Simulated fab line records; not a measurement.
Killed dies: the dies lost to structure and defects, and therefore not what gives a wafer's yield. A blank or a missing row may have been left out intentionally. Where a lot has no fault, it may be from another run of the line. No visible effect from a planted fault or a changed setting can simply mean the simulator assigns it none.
Split-lot trial :: flow berkeleyCmos170 :: 23 wafers read from 5 lots, route of 331 steps

THE SPLIT
At UCB170_ACTIVE_COAT_08 (resist thk 900 nm), the setting resistThkNm was moved away from the recipe's 900 nm on 9 of the 23 wafers read, by -2.8% to -2.0%. This setting was run at the recipe's value on the other wafers.

No step appears in the file between the split and the reading.

THE READING
KrF_of_ACTIVE_COAT_08.thkNm (the simulator's own value, which no gauge read), in nm, at UCB170_ACTIVE_ETCH_15 (etches Si3N4 in CH3F/Ar/O2, stops on SiO2, target depth 242 nm, time 151 s). The file does not state a usual value for it. Across the 14 wafers here that went through the recipe, the average is 726.5 nm and the standard deviation 2.9 nm.

wafer: L077.1
tool, chamber at the split: lithoTrack-03, 0
resistThkNm as run, nm: 900
against the recipe: recipe
KrF_of_ACTIVE_COAT_08.thkNm, nm: 724.8
against lot-mates on the recipe: -

wafer: L077.2
tool, chamber at the split: lithoTrack-03, 0
resistThkNm as run, nm: 900
against the recipe: recipe
KrF_of_ACTIVE_COAT_08.thkNm, nm: 726.8
against lot-mates on the recipe: -

wafer: L077.3
tool, chamber at the split: lithoTrack-03, 0
resistThkNm as run, nm: 900
against the recipe: recipe
KrF_of_ACTIVE_COAT_08.thkNm, nm: 727.8
against lot-mates on the recipe: -

wafer: L077.4
tool, chamber at the split: lithoTrack-03, 0
resistThkNm as run, nm: 900
against the recipe: recipe
KrF_of_ACTIVE_COAT_08.thkNm, nm: 730.8
against lot-mates on the recipe: -

wafer: L077.6
tool, chamber at the split: lithoTrack-03, 0
resistThkNm as run, nm: 900
against the recipe: recipe
KrF_of_ACTIVE_COAT_08.thkNm, nm: 733.2
against lot-mates on the recipe: -

wafer: L075.2
tool, chamber at the split: lithoTrack-01, 0
resistThkNm as run, nm: 900
against the recipe: recipe
KrF_of_ACTIVE_COAT_08.thkNm, nm: 726.9
against lot-mates on the recipe: -

wafer: L075.3
tool, chamber at the split: lithoTrack-01, 0
resistThkNm as run, nm: 900
against the recipe: recipe
KrF_of_ACTIVE_COAT_08.thkNm, nm: 724.3
against lot-mates on the recipe: -

wafer: L075.4
tool, chamber at the split: lithoTrack-01, 0
resistThkNm as run, nm: 882.3
against the recipe: -2.0%
KrF_of_ACTIVE_COAT_08.thkNm, nm: 706.9
against lot-mates on the recipe: -18.7

wafer: L075.5
tool, chamber at the split: lithoTrack-01, 0
resistThkNm as run, nm: 882.3
against the recipe: -2.0%
KrF_of_ACTIVE_COAT_08.thkNm, nm: 706.6
against lot-mates on the recipe: -19.0

wafer: L075.6
tool, chamber at the split: lithoTrack-01, 0
resistThkNm as run, nm: 882.3
against the recipe: -2.0%
KrF_of_ACTIVE_COAT_08.thkNm, nm: 708.9
against lot-mates on the recipe: -16.7

wafer: L078.1
tool, chamber at the split: lithoTrack-03, 0
resistThkNm as run, nm: 900
against the recipe: recipe
KrF_of_ACTIVE_COAT_08.thkNm, nm: 727.4
against lot-mates on the recipe: -

wafer: L078.2
tool, chamber at the split: lithoTrack-03, 0
resistThkNm as run, nm: 874.6
against the recipe: -2.8%
KrF_of_ACTIVE_COAT_08.thkNm, nm: 693.5
against lot-mates on the recipe: -31.5

wafer: L078.3
tool, chamber at the split: lithoTrack-03, 0
resistThkNm as run, nm: 900
against the recipe: recipe
KrF_of_ACTIVE_COAT_08.thkNm, nm: 722.6
against lot-mates on the recipe: -

wafer: L078.4
tool, chamber at the split: lithoTrack-03, 0
resistThkNm as run, nm: 874.6
against the recipe: -2.8%
KrF_of_ACTIVE_COAT_08.thkNm, nm: 697.1
against lot-mates on the recipe: -27.9

wafer: L078.5
tool, chamber at the split: lithoTrack-03, 0
resistThkNm as run, nm: 874.6
against the recipe: -2.8%
KrF_of_ACTIVE_COAT_08.thkNm, nm: 694.4
against lot-mates on the recipe: -30.6

wafer: L081.3
tool, chamber at the split: lithoTrack-01, 0
resistThkNm as run, nm: 900
against the recipe: recipe
KrF_of_ACTIVE_COAT_08.thkNm, nm: 722.6
against lot-mates on the recipe: -

wafer: L081.5
tool, chamber at the split: lithoTrack-01, 0
resistThkNm as run, nm: 900
against the recipe: recipe
KrF_of_ACTIVE_COAT_08.thkNm, nm: 725
against lot-mates on the recipe: -

wafer: L081.6
tool, chamber at the split: lithoTrack-01, 0
resistThkNm as run, nm: 900
against the recipe: recipe
KrF_of_ACTIVE_COAT_08.thkNm, nm: 724.5
against lot-mates on the recipe: -

wafer: L085.1
tool, chamber at the split: lithoTrack-03, 0
resistThkNm as run, nm: 900
against the recipe: recipe
KrF_of_ACTIVE_COAT_08.thkNm, nm: 725.4
against lot-mates on the recipe: -

wafer: L085.2
tool, chamber at the split: lithoTrack-03, 0
resistThkNm as run, nm: 882.3
against the recipe: -2.0%
KrF_of_ACTIVE_COAT_08.thkNm, nm: 709.2
against lot-mates on the recipe: -17.6

wafer: L085.3
tool, chamber at the split: lithoTrack-03, 0
resistThkNm as run, nm: 900
against the recipe: recipe
KrF_of_ACTIVE_COAT_08.thkNm, nm: 728.3
against lot-mates on the recipe: -

wafer: L085.5
tool, chamber at the split: lithoTrack-03, 0
resistThkNm as run, nm: 882.3
against the recipe: -2.0%
KrF_of_ACTIVE_COAT_08.thkNm, nm: 707.3
against lot-mates on the recipe: -19.5

wafer: L085.6
tool, chamber at the split: lithoTrack-03, 0
resistThkNm as run, nm: 882.3
against the recipe: -2.0%
KrF_of_ACTIVE_COAT_08.thkNm, nm: 706.9
against lot-mates on the recipe: -19.9

FIT RESULTS
A straight line over all 23 wafers: KrF_of_ACTIVE_COAT_08.thkNm changes by +10.5 nm for each +1% of resistThkNm; r = +0.98; the points scatter about the line by 2.7 nm.
The same after taking each lot's own level away (the mean of its wafers on the recipe; 23 wafers): +10.1 nm for each +1%; r = +0.98; scatter 2.1 nm.
Per that fit: largest resistThkNm move, reading shift of 29 nm.
The lots' own levels span 724.03 to 728.68 nm, that is 1.6 times the standard deviation above.
The two slopes are in agreement: the lot-to-lot level therefore moves the slope only a little.
Check: -27.7 nm against its lot-mates is what the line predicts for one of the wafers moved furthest among these (-2.8%) when that wafer is left out of the fit. Against them it came out at -31.5 nm.

OTHER SPLITS ON THESE WAFERS
These wafers also went through other splits before the reading. Each is held against what the fit with the lots' levels taken away leaves over:
other split on the same wafers: UCB170_START_OXIDATION_02 oxTimeS
wafers away from the commonest value: 15
r with KrF_of_ACTIVE_COAT_08.thkNm (lot level and that fit taken away): -0.03

other split on the same wafers: UCB170_ZERO_COAT_01 spinRpm
wafers away from the commonest value: 8
r with KrF_of_ACTIVE_COAT_08.thkNm (lot level and that fit taken away): -0.19

other split on the same wafers: UCB170_PWELL_CVD_05 pressureMtorr
wafers away from the commonest value: 15
r with KrF_of_ACTIVE_COAT_08.thkNm (lot level and that fit taken away): -0.16

THE WHOLE CHAIN: every reading that the file lists as answering this split, in the file's order
step: UCB170_ACTIVE_COAT_08
what it does: resist thk 900 nm
reading: KrF_of_ACTIVE_COAT_08.thkNm (the simulator's own value, which no gauge read)
change (the file's fit): +9.26 nm for each +1% of the setting
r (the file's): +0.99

step: UCB170_ACTIVE_ETCH_15
what it does: etches Si3N4 in CH3F/Ar/O2, stops on SiO2, target depth 242 nm, time 151 s
reading: KrF_of_ACTIVE_COAT_08.thkNm (the simulator's own value, which no gauge read)
change (the file's fit): +10.1 nm for each +1% of the setting
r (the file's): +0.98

step: UCB170_ACTIVE_STRIP_16
what it does: strips in O2
reading: stripTimeToEndpointS
change (the file's fit): withheld for each +1% of the setting
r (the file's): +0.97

FILE'S OWN FIT
KrF_of_ACTIVE_COAT_08.thkNm changes by +10.1 nm for each +1% of resistThkNm, r = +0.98.
